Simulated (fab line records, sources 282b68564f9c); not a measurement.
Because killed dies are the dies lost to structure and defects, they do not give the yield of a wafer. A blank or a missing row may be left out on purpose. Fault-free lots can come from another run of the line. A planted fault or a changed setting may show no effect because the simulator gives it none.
fab line records -- flow rit_cmos -- part 2 of 2: steps 29 to 41 of 41
record: lots: 5, wafers: 15, last_day: 7
route steps=202 shown NSD@140 PSD@142 SDANNEAL@153 PLDD@159 NLDD@160 SILICIDE@161 CONTACT@168
lots that met no fault: from a run of the same line without faults
start_h: hours from the record's first day to the start of the lot's first wafer shown -- wait_h: hours elapsed since this lot's preceding step -- " identical to the entry in the row above -- L1.1+2: a single row standing in for several wafers -- - no value, or no start was given -- * or withheld: withheld -- < > ~ a bound
route shown NAME@n: NAME is a module with steps in the file, n the number in the route of the first one -- usual: mean and standard deviation over wafers with no fault -- same: alike in all rows -- chamber/n: place in a boat -- sites: per-site readings -- _std_site: standard deviation across them -- _edge_site: outer sites' mean less inner sites' -- radius_mm: how far each site lies from the wafer's centre -- mask NAME#n: copy n -- behind: the tool/chamber that last shaped the wafer -- hold: the reason the lot was held/the length of the hold in hours/how it ended -- device: names the non-switching transistor (n, p or np) -- end of line: the route-end tests of the same wafers -- a step given without rows: its recipe and nothing more -- killed: the dies lost at the first sort to structure and to defects; this is not the yield of the wafer -- map: shows each die of a wafer: x if killed, . if not, _ if none is there
set.NAME: the setting as run; set.NAME@STEP: as run at that earlier step -- model.NAME: the simulator's own value behind a step, which no gauge read
a table for each step, a row for each wafer; lots at some steps of the route
services: the hour from which a tool's chamber was out of use, counted from the record's first day as start_h (under 0 if before that day), plus the number of hours and why
== steps ==
step: RIT_CONTACT_CVD_00
recipe: material: SiO2, target_thk_nm: 400, precursor: TEOS, temp_c: 390, time_s: 61, rf_w: 400
usual: heater_power_w: 340/37
lot.wafer,tool,chamber,start_h,wait_h,heater_power_w
L075.2,pecvd-03,1,56.68,0.0,394
L075.3,pecvd-03,0,56.68,0.0,416
L075.5,pecvd-03,0,56.68,0.0,312
L077.1,pecvd-01,1,70.95,0.1,346
L077.4,pecvd-01,0,70.95,0.1,324
L077.5,pecvd-01,1,70.95,0.1,361
L081.2,pecvd-03,0,91.90,0.0,344
L081.4,pecvd-03,0,91.90,0.0,364
L081.5,pecvd-03,1,91.90,0.0,381
L085.2,pecvd-04,2,112.59,0.0,344
L085.4,pecvd-04,2,112.59,0.0,343
L085.6,pecvd-04,0,112.59,0.0,319
L097.1,pecvd-04,0,169.99,0.1,345
L097.5,pecvd-04,2,169.99,0.1,366
L097.6,pecvd-04,0,169.99,0.1,250
step: RIT_CONTACT_THK_MEAS_01
recipe: reads: SiO2_of_CONTACT_CVD_00
usual: CONTACT_TEOS_THK: 399/5.3
lot.wafer,tool,chamber,start_h,wait_h,CONTACT_TEOS_THK[nm]
L075.2,film_metro-01,-,56.74,0.0,400
L075.3,film_metro-01,-,56.74,0.0,405
L075.5,film_metro-01,-,56.74,0.0,406
L077.1,film_metro-02,-,71.00,0.0,397
L077.4,film_metro-02,-,71.00,0.0,401
L077.5,film_metro-02,-,71.00,0.0,403
L081.2,film_metro-02,-,91.96,0.0,395
L081.4,film_metro-02,-,91.96,0.0,404
L081.5,film_metro-02,-,91.96,0.0,407
L085.2,film_metro-02,-,112.65,0.0,391
L085.4,film_metro-02,-,112.65,0.0,403
L085.6,film_metro-02,-,112.65,0.0,400
L097.1,film_metro-01,-,170.04,0.0,392
L097.5,film_metro-01,-,170.04,0.0,395
L097.6,film_metro-01,-,170.04,0.0,395
step: RIT_CONTACT_HMDS_02
recipe: prime_time_s: 60, prime_temp_c: 140
lot.wafer,tool,chamber,start_h,wait_h
L075.2+3+5,litho_track-03,0,56.81,0.1
L077.1+4+5,litho_track-04,0,71.06,0.1
L081.2+4+5,litho_track-03,0,92.04,0.1
L085.2+4+6,litho_track-02,0,112.84,0.2
L097.1+5+6,litho_track-03,0,170.10,0.1
step: RIT_CONTACT_COAT_03
recipe: resist: NOVOLAK, spin_rpm: 3250, resist_thk_nm: 1000
lot.wafer,tool,chamber,start_h,wait_h
L075.2+3+5,litho_track-03,0,56.96,0.1
L077.1+4+5,litho_track-04,0,71.21,0.1
L081.2+4+5,litho_track-03,0,92.19,0.1
L085.2+4+6,litho_track-02,0,112.99,0.1
L097.1+5+6,litho_track-03,0,170.25,0.1
step: RIT_CONTACT_SOFTBAKE_04
recipe: resist: NOVOLAK, temp_c: 90, time_s: 60
lot.wafer,tool,chamber,start_h,wait_h
L075.2+3+5,litho_track-03,0,57.11,0.1
L077.1+4+5,litho_track-04,0,71.36,0.1
L081.2+4+5,litho_track-03,0,92.34,0.1
L085.2+4+6,litho_track-02,0,113.14,0.1
L097.1+5+6,litho_track-03,0,170.40,0.1
step: RIT_CONTACT_EXPOSE_05
recipe: mask_id: M11, na: 0.6, source_shape: conventional, sigma_outer: 0.5, target_cd_nm: 1000, dose_mj: 250
lot.wafer,tool,chamber,start_h,wait_h,mask
L075.2+3+5,iline_stepper-02,0,57.26,0.1,M11#0
L077.1+4+5,iline_stepper-01,0,71.63,0.2,M11#0
L081.2+4+5,iline_stepper-02,0,92.48,0.1,M11#0
L085.2+4+6,iline_stepper-01,0,113.29,0.1,M11#0
L097.1+5+6,iline_stepper-01,0,170.55,0.1,M11#0
step: RIT_CONTACT_PEB_06
recipe: resist: NOVOLAK, temp_c: withheld, time_s: withheld
lot.wafer,tool,chamber,start_h,wait_h
L075.2+3+5,litho_track-03,0,57.38,0.1
L077.1+4+5,litho_track-04,0,71.75,0.1
L081.2+4+5,litho_track-03,0,92.61,0.1
L085.2+4+6,litho_track-03,0,113.41,0.1
L097.1+5+6,litho_track-03,0,170.66,0.1
step: RIT_CONTACT_DEVELOP_07
recipe: resist: NOVOLAK, develop_time_s: 120, dev_temp_c: 23
lot.wafer,tool,chamber,start_h,wait_h
L075.2+3+5,litho_track-03,0,-,-
L077.1+4+5,litho_track-04,0,-,-
L081.2+4+5,litho_track-03,0,-,-
L085.2+4+6,litho_track-03,0,-,-
L097.1+5+6,litho_track-03,0,-,-
step: RIT_CONTACT_CD_MEAS_08
recipe: target_cd_nm: 1000
usual: cd_nm: 1000.1/2.7
lot.wafer,tool,chamber,start_h,wait_h,cd_nm
L075.2,cd_sem-01,-,57.77,-,1002.5
L075.3,cd_sem-01,-,57.77,-,1002.0
L075.5,cd_sem-01,-,57.77,-,999.7
L077.1,cd_sem-02,-,72.15,-,999.1
L077.4,cd_sem-02,-,72.15,-,998.1
L077.5,cd_sem-02,-,72.15,-,999.7
L081.2,cd_sem-02,-,93.00,-,1000.8
L081.4,cd_sem-02,-,93.00,-,1000.2
L081.5,cd_sem-02,-,93.00,-,1000.5
L085.2,cd_sem-01,-,113.80,-,1001.6
L085.4,cd_sem-01,-,113.80,-,1002.1
L085.6,cd_sem-01,-,113.80,-,1002.8
L097.1,cd_sem-01,-,171.06,-,996.7
L097.5,cd_sem-01,-,171.06,-,998.1
L097.6,cd_sem-01,-,171.06,-,997.0
step: RIT_CONTACT_OVL_MEAS_09
usual: CONTACT_OVL: 0.1/1.8
lot.wafer,tool,chamber,start_h,wait_h,CONTACT_OVL[nm]
L075.2,overlay-01,-,57.88,0.1,-0.6
L075.3,overlay-01,-,57.88,0.1,3.7
L075.5,overlay-01,-,57.88,0.1,2.2
L077.1,overlay-02,-,72.27,0.1,-2.5
L077.4,overlay-02,-,72.27,0.1,-0.5
L077.5,overlay-02,-,72.27,0.1,-1.1
L081.2,overlay-01,-,93.11,0.1,2.3
L081.4,overlay-01,-,93.11,0.1,2.0
L081.5,overlay-01,-,93.11,0.1,2.5
L085.2,overlay-02,-,113.91,0.1,-0.5
L085.4,overlay-02,-,113.91,0.1,-0.5
L085.6,overlay-02,-,113.91,0.1,-1.2
L097.1,overlay-01,-,171.18,0.1,-1.2
L097.5,overlay-01,-,171.18,0.1,1.0
L097.6,overlay-01,-,171.18,0.1,-0.2
step: RIT_CONTACT_HARDBAKE_10
recipe: resist: NOVOLAK, temp_c: 140, time_s: 60
lot.wafer,tool,chamber,start_h,wait_h
L075.2+3+5,litho_track-02,0,57.93,0.0
L077.1+4+5,litho_track-03,0,72.30,0.0
L081.2+4+5,litho_track-04,0,93.16,0.0
L085.2+4+6,litho_track-02,0,113.96,0.0
L097.1+5+6,litho_track-04,0,171.22,0.0
step: RIT_CONTACT_ETCH_11
recipe: target_depth_a: 4800, over_etch_frac: 0.2, stop_on: TiSi2, chemistry: CHF3/CF4/Ar, target: SiO2, CHF3_flow_sccm: 50, cf4_flow_sccm: 10, Ar_flow_sccm: 100, O2_flow_sccm: 5, pressure_mtorr: 100, rf_w: 200, time_s: 320
usual: chamber_pressure_mTorr: 100.01/0.09, drypump_motor_current_A: 5.8/0.33, oes_product_au: 0.993/0.018, throttle_valve_pct: 8.86/0.18
lot.wafer,tool,chamber,start_h,wait_h,chamber_pressure_mTorr,drypump_motor_current_A,oes_product_au,rf_hours_counter_h,throttle_valve_pct
L075.2,rie_diel-03,1,58.06,0.1,99.96,5.7,1.021,104,8.73
L075.3,rie_diel-03,0,58.06,0.1,100.21,5.3,0.995,127,8.72
L075.5,rie_diel-03,2,58.06,0.1,99.95,6.3,1.002,-,8.73
L077.1,rie_diel-02,0,72.45,0.1,100.09,6.2,1.001,4,8.80
L077.4,rie_diel-02,3,72.45,0.1,99.97,5.8,0.968,95,9.04
L077.5,rie_diel-02,0,72.45,0.1,100.12,6.2,1.001,-,8.82
L081.2,rie_diel-02,3,93.29,0.1,99.80,5.8,0.961,95,9.04
L081.4,rie_diel-02,2,93.29,0.1,99.97,5.8,0.984,63,8.80
L081.5,rie_diel-02,2,93.29,0.1,99.87,5.7,0.988,-,8.81
L085.2,rie_diel-03,1,114.09,0.1,100.07,5.7,1.018,105,8.72
L085.4,rie_diel-03,2,114.09,0.1,99.98,6.3,1.013,2,8.71
L085.6,rie_diel-03,2,114.09,0.1,99.94,6.3,1.004,-,8.72
L097.1,rie_diel-01,1,171.37,0.1,100.04,5.5,1.003,49,8.93
L097.5,rie_diel-01,1,171.37,0.1,100.11,5.4,1.009,-,8.91
L097.6,rie_diel-01,0,171.37,0.1,99.90,5.7,0.964,-,9.15
step: RIT_CONTACT_STRIP_12
recipe: chemistry: O2, time_s: 180, resist: NOVOLAK, platen_temp_c: withheld, power_w: 500, pressure_mtorr: 4000, o2_flow_sccm: 4000
usual: chamber_pressure_mTorr: 4000/3.5, drypump_motor_current_A: 5.6/0.36
lot.wafer,tool,chamber,start_h,wait_h,chamber_pressure_mTorr,drypump_motor_current_A,rf_hours_counter_h
L075.2,plasma_asher-03,0,58.25,0.1,3994,5.1,41
L075.3,plasma_asher-03,1,58.25,0.1,4003,5.5,-
L075.5,plasma_asher-03,1,58.25,0.1,3997,5.4,-
L077.1,plasma_asher-03,0,72.65,0.1,4004,5.1,42
L077.4,plasma_asher-03,0,72.65,0.1,3999,5.1,-
L077.5,plasma_asher-03,1,72.65,0.1,3997,5.5,-
L081.2,plasma_asher-03,1,93.48,0.1,3999,5.5,45
L081.4,plasma_asher-03,1,93.48,0.1,3987,5.5,-
L081.5,plasma_asher-03,0,93.48,0.1,4002,5.1,-
L085.2,plasma_asher-04,0,114.28,0.1,4003,6.1,33
L085.4,plasma_asher-04,0,114.28,0.1,3998,6.1,-
L085.6,plasma_asher-04,1,114.28,0.1,4004,5.3,-
L097.1,plasma_asher-03,0,171.56,0.1,3996,5.2,54
L097.5,plasma_asher-03,1,171.56,0.1,4000,5.5,-
L097.6,plasma_asher-03,0,171.56,0.1,3996,5.2,-
== services ==
tool,chamber,start_h,hours,kind
pecvd-03,1,37.46,18.8,repair
rtp_anneal-02,-,40.41,84.2,pm
wet_bench-01,-,41.14,2.9,repair
rie_diel-03,3,47.04,21.2,repair
rie_diel-03,1,65.27,17.5,repair
iline_stepper-02,-,72.14,4.4,pm
pvd_sputter-03,-,72.28,2.0,repair
implanter-04,-,72.57,1.8,repair
plasma_asher-02,-,75.76,0.5,repair
implanter-04,-,81.14,3.6,pm
plasma_asher-01,-,81.88,3.2,repair
rie_diel-03,-,85.17,14.6,pm
pecvd-04,0,91.12,4.0,repair
pecvd-03,-,95.13,5.5,pm
iline_stepper-02,-,102.30,0.7,repair
plasma_asher-01,-,108.75,9.0,pm
plasma_asher-01,-,110.76,0.7,repair
pvd_sputter-03,-,114.87,4.6,repair
rie_diel-03,3,120.34,23.2,repair
plasma_asher-02,-,124.14,9.8,repair
implanter-04,-,132.80,1.8,repair
iline_stepper-02,-,156.60,1.7,pm
pvd_sputter-03,-,157.99,2.9,repair
iline_stepper-01,-,158.26,1.7,pm
